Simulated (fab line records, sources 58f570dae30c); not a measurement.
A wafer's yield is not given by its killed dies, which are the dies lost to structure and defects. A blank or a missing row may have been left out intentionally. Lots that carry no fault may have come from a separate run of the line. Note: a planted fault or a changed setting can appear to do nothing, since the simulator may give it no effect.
Which of the tools did it? || flow berkeley cmos170 || 14 lots, 42 wafers sampled, at 2 steps of a route of 331

## WHAT THE GAUGES SHOWED, per wafer
UCB170_M2_CD_MEAS_15: target cd 700 nm. Usual: 699.8 nm for cd nm, sd 1.1.
{"lot": "L181", "measured": "day 8 14:15", "on": "cd sem-01", "cd nm (nm)": "700.7 700.6 699.7", "flag": ""}
{"lot": "L178", "measured": "day 8 14:41", "on": "cd sem-01", "cd nm (nm)": "701.2 701.0 699.7", "flag": ""}
{"lot": "L177", "measured": "day 8 15:49", "on": "cd sem-01", "cd nm (nm)": "698.3 699.6 696.7", "flag": ""}
{"lot": "L180", "measured": "day 9 01:31", "on": "cd sem-02", "cd nm (nm)": "699.5 697.4 699.2", "flag": ""}
{"lot": "L179", "measured": "day 9 01:39", "on": "cd sem-02", "cd nm (nm)": "702.8 701.9 702.1", "flag": ""}
{"lot": "L183", "measured": "day 9 13:28", "on": "cd sem-01", "cd nm (nm)": "712.4 713.6 713.4", "flag": "OFF"}
{"lot": "L182", "measured": "day 9 13:59", "on": "cd sem-01", "cd nm (nm)": "713.6 712.5 712.2", "flag": "OFF"}
{"lot": "L190", "measured": "day 10 19:56", "on": "cd sem-02", "cd nm (nm)": "699.4 699.1 700.3", "flag": ""}
{"lot": "L192", "measured": "day 11 02:45", "on": "cd sem-01", "cd nm (nm)": "699.9 698.7 699.1", "flag": ""}
{"lot": "L193", "measured": "day 11 06:49", "on": "cd sem-01", "cd nm (nm)": "699.7 699.1 699.2", "flag": ""}
{"lot": "L195", "measured": "day 11 20:50", "on": "cd sem-02", "cd nm (nm)": "699.0 699.6 700.7", "flag": ""}
{"lot": "L196", "measured": "day 11 22:06", "on": "cd sem-02", "cd nm (nm)": "700.4 700.1 701.8", "flag": ""}
{"lot": "L197", "measured": "day 12 09:47", "on": "cd sem-01", "cd nm (nm)": "700.1 699.7 698.1", "flag": ""}
{"lot": "L199", "measured": "day 12 22:19", "on": "cd sem-01", "cd nm (nm)": "700.1 700.3 700.4", "flag": ""}

## EACH LOT AND THE TOOL THAT RAN IT (in order: tool; ch and the chambers of the sampled wafers; start)
{"lot": "L181", "UCB170_M2_PEB_13": "litho track-01 ch 0, day 8 13:00"}
{"lot": "L178", "UCB170_M2_PEB_13": "litho track-04 ch 0, day 8 14:00"}
{"lot": "L177", "UCB170_M2_PEB_13": "litho track-04 ch 0, day 8 15:00"}
{"lot": "L180", "UCB170_M2_PEB_13": "litho track-01 ch 0, day 9 01:00"}
{"lot": "L179", "UCB170_M2_PEB_13": "litho track-04 ch 0, day 9 01:16"}
{"lot": "L183", "UCB170_M2_PEB_13": "litho track-01 ch 0, day 9 13:11"}
{"lot": "L182", "UCB170_M2_PEB_13": "litho track-01 ch 0, day 9 13:43"}
{"lot": "L190", "UCB170_M2_PEB_13": "litho track-03 ch 0, day 10 19:39"}
{"lot": "L192", "UCB170_M2_PEB_13": "litho track-04 ch 0, day 11 02:22"}
{"lot": "L193", "UCB170_M2_PEB_13": "litho track-04 ch 0, day 11 06:32"}
{"lot": "L195", "UCB170_M2_PEB_13": "litho track-04 ch 0, day 11 20:34"}
{"lot": "L196", "UCB170_M2_PEB_13": "litho track-03 ch 0, day 11 21:50"}
{"lot": "L197", "UCB170_M2_PEB_13": "litho track-03 ch 0, day 12 09:32"}
{"lot": "L199", "UCB170_M2_PEB_13": "litho track-04 ch 0, day 12 22:02"}
- UCB170_M2_PEB_13

## WHAT THE TOOLS THEMSELVES READ (means of the sampled wafers that have a number; where no wafer has one, the mark that the record gives instead)
UCB170_M2_PEB_13. Usual: heater power total W 56.80 W, standard deviation 0.045; plate temp C 130.00 C, standard deviation 0.18.
{"lot": "L181", "tool": "litho track-01", "heater power total W (W)": 56.86, "plate temp C (C)": 129.89, "flag": ""}
{"lot": "L178", "tool": "litho track-04", "heater power total W (W)": 56.84, "plate temp C (C)": 129.93, "flag": ""}
{"lot": "L177", "tool": "litho track-04", "heater power total W (W)": 56.77, "plate temp C (C)": 130.12, "flag": ""}
{"lot": "L180", "tool": "litho track-01", "heater power total W (W)": 56.81, "plate temp C (C)": 130.00, "flag": ""}
{"lot": "L179", "tool": "litho track-04", "heater power total W (W)": 56.82, "plate temp C (C)": 130.15, "flag": ""}
{"lot": "L183", "tool": "litho track-01", "heater power total W (W)": 55.74, "plate temp C (C)": 128.33, "flag": "OFF"}
{"lot": "L182", "tool": "litho track-01", "heater power total W (W)": 55.72, "plate temp C (C)": 127.75, "flag": "OFF"}
{"lot": "L190", "tool": "litho track-03", "heater power total W (W)": 56.77, "plate temp C (C)": 130.01, "flag": ""}
{"lot": "L192", "tool": "litho track-04", "heater power total W (W)": 56.82, "plate temp C (C)": 129.78, "flag": ""}
{"lot": "L193", "tool": "litho track-04", "heater power total W (W)": 56.82, "plate temp C (C)": 129.92, "flag": ""}
{"lot": "L195", "tool": "litho track-04", "heater power total W (W)": 56.78, "plate temp C (C)": 130.07, "flag": ""}
{"lot": "L196", "tool": "litho track-03", "heater power total W (W)": 56.83, "plate temp C (C)": 129.91, "flag": ""}
{"lot": "L197", "tool": "litho track-03", "heater power total W (W)": 56.80, "plate temp C (C)": 129.91, "flag": ""}
{"lot": "L199", "tool": "litho track-04", "heater power total W (W)": 56.80, "plate temp C (C)": 130.11, "flag": ""}

## THE ANSWER, worked out from the rows above alone
Rule: a lot counts as off when the mean over its wafers that have a number is more than 3 standard deviations away from the usual mean. Also off: a lot with no number at a reading for which 4 or more lots have one. All remaining lots with rows at the step are treated as sound. After the gauges, taken in route order, come the tools' own readings; for these a lot's mean is taken, as printed above. At the first step where some lot is off, the reading lying furthest off is the one used; lots without a number count as furthest.
Off: L183, L182, at UCB170_M2_CD_MEAS_15 (cd nm).
If a tool, at a process step before that reading, ran all the lots that are off and no sound lot after the first of them, it fits. The gauges at UCB170_M2_CD_MEAS_15 aren't tried: what is off there is off at UCB170_M2_PEB_13 too, on other tools, and a gauge's error can't cause that. One fits: litho track-01 at UCB170_M2_PEB_13. Its last sound lot is L180 (day 9 01:00), its first lot that is off L183 (day 9 13:11): a fault that began between those two fits.
The tool's own readings at UCB170_M2_PEB_13 bear it out: on the lots that are off they differ by more than 5 times the standard deviation of the sound lots' means. heater power total W reads 55.73 W there against 56.81 W on the sound lots; plate temp C reads 128.04 C there against 129.98 C on the sound lots.

## WHAT THE SIMULATOR HAD INSERTED
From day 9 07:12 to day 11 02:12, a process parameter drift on litho track-01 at UCB170_M2_PEB_13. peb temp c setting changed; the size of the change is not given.
Shown lots that were struck: L183, L182. The rule above reached the same finding.
